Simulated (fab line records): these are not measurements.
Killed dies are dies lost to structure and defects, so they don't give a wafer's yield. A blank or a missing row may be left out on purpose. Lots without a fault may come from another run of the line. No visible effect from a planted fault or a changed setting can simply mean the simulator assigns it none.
What tool caused it? ; flow berkeley-cmos170 ; 13 lots with 39 wafers sampled at 5 steps, on a route of 331 steps

WHAT EACH GAUGE READ, for each wafer
UCB170_NLDD_CD_MEAS_06: target cd 1200 nm. Usual: cd-nm reads 1199.7 nm (standard deviation 1.2).
lot;measured;on;cd-nm (nm);flag
L161;day 6 00:20;cd-sem-02;1199.2 1198.9 1199.9;
L163;day 7 02:02;cd-sem-02;1199.6 1197.4 1198.4;
L164;day 7 16:44;cd-sem-01;1198.4 1199.5 1198.0;
L165;day 7 16:45;cd-sem-02;1200.0 1201.0 1200.4;
L166;day 7 16:51;cd-sem-01;1197.7 1197.3 1197.9;
L168;day 8 01:25;cd-sem-02;1198.7 1198.4 1199.7;
L171;day 8 07:59;cd-sem-02;1199.9 1200.4 1200.6;
L170;day 8 08:51;cd-sem-02;1201.5 1201.9 1201.3;
L172;day 8 23:56;cd-sem-01;1201.6 1202.2 1202.3;
L178;day 10 02:22;cd-sem-02;1200.0 1198.8 1198.9;
L177;day 10 06:55;cd-sem-02;1199.4 1199.6 1200.6;
L184;day 10 22:38;cd-sem-02;1199.2 1198.5 1199.2;
L183;day 10 22:53;cd-sem-02;1200.0 1200.4 1201.4;

UCB170_CONTACT_THK_MEAS_02. Usual: CONTACT_PSG_THK gives 698 nm (standard deviation 6.1).
lot;measured;on;CONTACT_PSG_THK (nm);flag
L161;day 6 14:32;film-metro-01;698 691 697;
L163;day 7 14:14;film-metro-04;702 704 706;
L164;day 8 03:56;film-metro-02;703 711 707;
L165;day 8 04:35;film-metro-04;701 705 702;
L166;day 8 06:23;film-metro-04;701 695 699;
L168;day 8 13:51;film-metro-04;694 697 694;
L171;day 8 22:58;film-metro-02;702 711 707;
L170;day 8 23:37;film-metro-01;697 698 696;
L172;day 9 14:11;film-metro-01;695 700 698;
L178;day 10 15:12;film-metro-01;689 688 689;
L177;day 10 19:35;film-metro-01;722 718 721;OFF
L184;day 11 13:08;film-metro-04;694 696 694;
L183;day 11 18:19;film-metro-01;701 705 704;

UCB170_V1_OVL_MEAS_13. Usual: V1_OVL gives -1 nm (standard deviation 5.9).
lot;measured;on;V1_OVL (nm);flag
L161;day 7 06:10;overlay-02;-1 -1 4;
L163;day 8 04:40;overlay-02;-11 -6 -2;
L164;day 8 15:43;overlay-01;-11 -7 -6;
L165;day 8 15:57;overlay-02;-5 -4 -4;
L166;day 8 16:40;overlay-01;-2 -9 -16;
L168;day 9 06:27;overlay-01;-1 4 -4;
L171;day 9 10:02;overlay-02;4 9 8;
L170;day 9 13:31;overlay-01;-4 -1 -6;
L172;day 9 23:38;overlay-01;-1 -1 8;
L178;day 11 02:44;overlay-02;-2 12 2;
L177;day 11 09:54;overlay-02;-4 3 -3;
L184;day 12 01:50;overlay-02;6 3 5;
L183;day 12 06:19;overlay-01;-8 -3 -6;

UCB170_M2_THK_MEAS_03: measures by xrf. Usual: M2_AL_THK gives 896 nm (standard deviation 14).
lot;measured;on;M2_AL_THK (nm);flag
L161;day 7 06:53;film-metro-01;920 900 923;
L163;day 8 05:22;film-metro-04;895 893 884;
L164;day 8 16:26;film-metro-01;912 903 905;
L165;day 8 16:40;film-metro-03;886 869 873;
L166;day 8 17:22;film-metro-04;903 881 879;
L168;day 9 07:10;film-metro-04;894 885 872;
L171;day 9 10:44;film-metro-01;902 891 905;
L170;day 9 14:13;film-metro-03;902 898 882;
L172;day 10 00:20;film-metro-03;901 876 878;
L178;day 11 03:26;film-metro-03;910 883 908;
L177;day 11 10:37;film-metro-03;902 904 904;
L184;day 12 02:34;film-metro-01;897 879 905;
L183;day 12 07:01;film-metro-04;894 912 900;

WHAT TOOL EACH LOT RAN ON (gives the tool, then ch and the chambers of the sampled wafers, and finally the start)
lot;UCB170_CONTACT_CVD_01
L161;lpcvd-01 ch 1, day 6 12:45
L163;lpcvd-01 ch 0, day 7 12:25
L164;lpcvd-02 ch 1, day 8 02:09
L165;lpcvd-01 ch 1, day 8 02:47
L166;lpcvd-01 ch 0, day 8 04:34
L168;lpcvd-01 ch 0, day 8 12:04
L171;lpcvd-02 ch 1, day 8 21:11
L170;lpcvd-01 ch 0, day 8 21:49
L172;lpcvd-02 ch 1, day 9 12:24
L178;lpcvd-01 ch 0, day 10 13:25
L177;lpcvd-02 ch 1, day 10 17:47
L184;lpcvd-01 ch 1, day 11 11:19
L183;lpcvd-02 ch 0, day 11 15:39
- UCB170_CONTACT_CVD_01: deposits PSG from SiH4/O2/PH3, target thk 700 nm, time 2820 s.

WHAT THE TOOLS THEMSELVES READ (means of the sampled wafers that have a number; where no wafer has one, the mark that the record gives instead)
UCB170_CONTACT_CVD_01. Usual: spike-tc-load-C reads 468.2 C (standard deviation 2.7).
lot;tool;spike-tc-load-C (C);flag
L161;lpcvd-01;466.9;
L163;lpcvd-01;471.7;
L164;lpcvd-02;466.1;
L165;lpcvd-01;466.2;
L166;lpcvd-01;472.5;
L168;lpcvd-01;471.9;
L171;lpcvd-02;465.7;
L170;lpcvd-01;471.2;
L172;lpcvd-02;466.1;
L178;lpcvd-01;471.2;
L177;lpcvd-02;465.8;
L184;lpcvd-01;466.1;
L183;lpcvd-02;467.5;

THE ANSWER, worked out from the rows above alone
Rule: lot off if the mean of its wafers having a number is beyond 3 standard deviations from the usual mean. Also off: a lot with no number at a reading for which 4 or more lots have one. Any other lot the step has rows for is counted as sound. After the gauges, taken in route order, come the tools' own readings; for these a lot's mean is taken, as printed above. The first step at which some lot is off is used, and at that step the reading that is off furthest; a lot without a number counts as furthest.
Off: L177, seen at UCB170_CONTACT_THK_MEAS_02 (CONTACT_PSG_THK).
If a tool, at a process step before that reading, ran all the lots that are off and no sound lot after the first of them, it fits. The gauges at UCB170_CONTACT_THK_MEAS_02 are tried like those tools. None of those tried fits.

WHAT THE SIMULATOR HAD INSERTED
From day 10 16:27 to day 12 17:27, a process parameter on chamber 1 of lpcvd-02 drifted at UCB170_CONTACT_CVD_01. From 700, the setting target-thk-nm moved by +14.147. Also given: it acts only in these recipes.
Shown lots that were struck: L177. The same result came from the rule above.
